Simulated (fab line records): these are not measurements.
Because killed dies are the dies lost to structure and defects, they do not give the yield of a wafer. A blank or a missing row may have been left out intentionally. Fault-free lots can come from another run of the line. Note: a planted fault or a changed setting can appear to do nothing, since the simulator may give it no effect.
A lot that was struck, set against a sound lot	flow berkeley_cmos170	14 steps out of a route of 331
Sound: these wafers, L625.2, L625.3, L625.5. The struck wafers were L635.1, L635.3, L635.4. The cause is given at the end.
Per side, at each step with rows, come the tool, then ch with its chambers, and then its first start. Under that, the readings that differ: sound wafers	struck wafers	difference of the means	sigmas: that difference in standard deviations of wafers without a fault.
alike: readings with means less than 2 such deviations apart, plus words and numbers identical on both sides. not compared: withheld readings, readings lacking a value on some wafer, bounds such as >300 that could conceal the same value, and numbers that have no deviation in the record and whose values overlap.
Wherever a step has rows on one side only, a row that says differs or no value, or a row with sigmas, the two part there. Numbers that don't overlap but have no deviation are shown without sigmas and don't part them. A reading missing from all wafers of one side parts the sides only when that side holds two or more wafers.

UCB170_PLDD_CD_MEAS_06: the cd target is 1200 nm.
  sound: cd_sem-02 at day 6 06:10; struck: cd_sem-01 at day 8 21:52
  alike: cd_nm
UCB170_PLDD_OVL_MEAS_07:
  sound: overlay-01 at day 6 06:16; struck: overlay-02 at day 8 21:59
  alike: PLDD_OVL
then, 2 steps without rows for these wafers: UCB170_PLDD_IMPLANT_08; UCB170_PLDD_IMPLANT_09.
UCB170_PLDD_STRIP_10: strips in O2.
  sound on plasma_asher-03 ch 0,1, day 6 06:35; struck on plasma_asher-03 ch 0,1, day 8 22:19
  alike: chamber_pressure_mTorr, drypump_motor_current_A, oes_product_au, strip_time_to_endpoint_s
  not compared: rf_hours_counter_h
UCB170_PLDD_TW_MEAS_11:
  sound: film_metro-01 at day 6 06:42; struck: film_metro-01 at day 8 22:25
  alike: PLDD_TW
then, 6 steps without rows for these wafers: UCB170_PLDD_CLEAN_12 (cleans in SPM, time 600 s); UCB170_NLDD_HMDS_00 (prime time 60 s); UCB170_NLDD_COAT_01 (resist thk 900 nm); UCB170_NLDD_SOFTBAKE_02 (time 60 s); UCB170_NLDD_EXPOSE_03 (exposes mask NSELECT, target cd 1200 nm); UCB170_NLDD_PEB_04.
UCB170_NLDD_DEVELOP_05: develop time 45 s.
  struck on litho_track-01, day 9 00:00; sound on litho_track-03 ch 0, day 6 08:00
  no value came back on the struck wafers for chill_plate_temp_C (C), develop_time_s (s); on the sound wafers chill_plate_temp_C (C) reads 23.12 23.08 23.16
reading	sound	struck	difference	sigmas
model.KrF_of_NLDD_COAT_01.thk_nm (nm)	883.7 885.9 886.2	902.6 902.5 901.9	+17.1	
UCB170_NLDD_CD_MEAS_06: the cd target is 1200 nm.
  sound: cd_sem-01 at day 6 08:24; struck: cd_sem-02 at day 9 00:56
reading	sound	struck	difference	sigmas
cd_nm (nm)	1201.0 1200.5 1199.0	- - -	no value on the struck wafers	

WHERE THEY PART
First at UCB170_NLDD_DEVELOP_05; last, within this record, at UCB170_NLDD_CD_MEAS_06.

WHY: what the simulator had put in
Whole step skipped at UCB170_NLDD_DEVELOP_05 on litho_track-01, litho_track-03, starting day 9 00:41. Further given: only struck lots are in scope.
